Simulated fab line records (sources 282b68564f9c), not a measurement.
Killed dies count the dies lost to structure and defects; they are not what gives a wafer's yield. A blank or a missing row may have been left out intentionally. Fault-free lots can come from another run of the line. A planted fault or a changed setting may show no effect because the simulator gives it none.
Comparing a struck lot with a sound one / flow rit-cmos / 43 out of 202 route steps
Sound: these wafers, L537.3, L537.5, L537.6. Struck: wafer L546.1 (L546.2, L546.6, from the same lot, were not struck and are left out); the cause is given at the end.
Each step with rows lists, per side, the tool, then ch with its chambers, then its first start. Under that, the readings that differ: sound wafers / struck wafers / difference of the means / sigmas: that difference in standard deviations of wafers without a fault.
alike: a reading whose means differ by less than 2 such deviations, as well as words and numbers matching on both sides. not compared: withheld readings; readings where some wafer has no value; bounds like >300 that might hide an equal value; numbers whose values overlap and for which the record gives no deviation.
The two part at a step that has a row with sigmas, a row that says differs or no value, or rows on one side only. Non-overlapping numbers with no deviation appear without sigmas and do not part them. A reading that every wafer of one side lacks parts them only if that side has two wafers or more.

RIT_GATE_THK_MEAS_07:
  sound on film-metro-02, day 3 14:50; struck on film-metro-02, day 5 12:53
  alike: GATE_OXIDE_THK
then, 1 step without rows for these wafers: RIT_GATE_CVD_08 (deposits poly-Si from SiH4, target thk 250 nm, time 2220 s).
RIT_GATE_THK_MEAS_09:
  sound on film-metro-03, day 3 16:31; struck on film-metro-03, day 5 14:34
  alike: GATE_POLY_THK
then, 6 steps without rows for these wafers: RIT_GATE_HMDS_10 (prime time 60 s); RIT_GATE_COAT_11 (resist thk 850 nm); RIT_GATE_SOFTBAKE_12 (time 60 s); RIT_GATE_EXPOSE_13 (exposes mask M6, target cd 150 nm); RIT_GATE_PEB_14; RIT_GATE_DEVELOP_15 (develop time 50 s).
RIT_GATE_CD_MEAS_16: the cd target is 150 nm.
  sound on cd-sem-02, day 3 17:34; struck on cd-sem-02, day 5 15:32
  alike: cd-nm
RIT_GATE_OVL_MEAS_17:
  sound on overlay-01, day 3 17:39; struck on overlay-02, day 5 15:40
  alike: GATE_OVL
then, 1 step without rows for these wafers: RIT_GATE_HARDBAKE_18 (time 60 s).
RIT_GATE_ETCH_19: etches poly-Si in SF6/CHF3/O2, stops on SiO2, time 165 s, target depth 312.5 nm.
  sound on rie-si-02 ch 0,2,3, day 3 17:50; struck on rie-si-01 ch 1, day 5 15:50
  alike: CHF3_flow_sccm, drypump-motor-current-A, oes-product-au, throttle-valve-pct
  not compared: rf-hours-counter-h
RIT_GATE_STRIP_20: strips in O2, time 180 s.
  sound on plasma-asher-02 ch 0,1, day 3 17:59; struck on plasma-asher-04 ch 1, day 5 15:57
reading=rf-hours-counter-h (h); sound=- - -; struck=33; difference=no value on the sound wafers; sigmas=
  alike: drypump-motor-current-A
RIT_GATE_CD_MEAS_90: the cd target is 150 nm.
  sound on cd-sem-02, day 3 18:09; struck on cd-sem-02, day 5 16:08
  alike: cd-nm
then, 4 steps without rows for these wafers: RIT_REOX_CLEAN_00 (cleans in SC1, time 600 s); RIT_REOX_CLEAN_01 (cleans in dHF, time 30 s); RIT_REOX_CLEAN_02 (cleans in SC2, time 600 s); RIT_REOX_OXIDATION_03 (target thk 25.2 nm, ox time 5580 s).
RIT_REOX_THK_MEAS_04:
  sound on film-metro-04, day 3 22:07; struck on film-metro-03, day 5 19:11
  alike: REOX_OXIDE_THK
then, 6 steps without rows for these wafers: RIT_NLDD_HMDS_00 (prime time 60 s); RIT_NLDD_COAT_01 (resist thk 1000 nm); RIT_NLDD_SOFTBAKE_02 (time 60 s); RIT_NLDD_EXPOSE_03 (exposes mask M7, target cd 40700 nm); RIT_NLDD_PEB_04; RIT_NLDD_DEVELOP_05 (develop time 50 s).
RIT_NLDD_OVL_MEAS_06:
  sound on overlay-02, day 3 23:01; struck on overlay-02, day 5 20:14
  alike: NLDD_OVL
then, 2 steps without rows for these wafers: RIT_NLDD_HARDBAKE_07 (time 60 s); RIT_NLDD_IMPLANT_08.
RIT_NLDD_STRIP_09: strips in O2, time 180 s.
  sound on plasma-asher-02 ch 0,1, day 3 23:24; struck on plasma-asher-04 ch 0, day 5 20:34
reading=drypump-motor-current-A (A); sound=6.0 6.8 6.1; struck=4.8; difference=-1.5; sigmas=-3
reading=rf-hours-counter-h (h); sound=- - -; struck=34; difference=no value on the sound wafers; sigmas=
RIT_NLDD_TW_MEAS_10:
  sound on film-metro-02, day 3 23:32; struck on film-metro-04, day 5 20:44
  alike: NLDD_TW
then, 6 steps without rows for these wafers: RIT_PLDD_HMDS_00 (prime time 60 s); RIT_PLDD_COAT_01 (resist thk 1000 nm); RIT_PLDD_SOFTBAKE_02 (time 60 s); RIT_PLDD_EXPOSE_03 (exposes mask M8, target cd 40900 nm); RIT_PLDD_PEB_04; RIT_PLDD_DEVELOP_05 (develop time 50 s).
RIT_PLDD_OVL_MEAS_06:
  sound on overlay-01, day 4 00:34; struck on overlay-02, day 5 21:46
  alike: PLDD_OVL
then, 2 steps without rows for these wafers: RIT_PLDD_HARDBAKE_07 (time 60 s); RIT_PLDD_IMPLANT_08.
RIT_PLDD_STRIP_09: strips in O2, time 180 s.
  sound on plasma-asher-01 ch 0,1, day 4 00:57; struck on plasma-asher-02 ch 0, day 5 22:07
reading=drypump-motor-current-A (A); sound=5.6 6.0 5.6; struck=6.8; difference=+1.1; sigmas=+3
reading=rf-hours-counter-h (h); sound=- - -; struck=47; difference=no value on the sound wafers; sigmas=
RIT_PLDD_TW_MEAS_10:
  sound on film-metro-02, day 4 01:05; struck on film-metro-01, day 5 22:17
  alike: PLDD_TW
RIT_M1_PROBE_99:
  sound on prober-02, day 4 14:58; struck on prober-01, day 6 11:57
reading=hold; sound=- - -; struck=await-dispo/3.6h/release; difference=no value on the sound wafers; sigmas=
reading=killed-at-front-end; sound=5 3 7; struck=29; difference=+24; sigmas=+9
reading=killed-dies; sound=5 3 7; struck=29; difference=+24; sigmas=+9
  alike: killed-open, killed-short

== WHERE THEY PART ==
Last at RIT_M1_PROBE_99 as far as this record goes, first at RIT_GATE_STRIP_20.

WHY: whatever the simulator had introduced
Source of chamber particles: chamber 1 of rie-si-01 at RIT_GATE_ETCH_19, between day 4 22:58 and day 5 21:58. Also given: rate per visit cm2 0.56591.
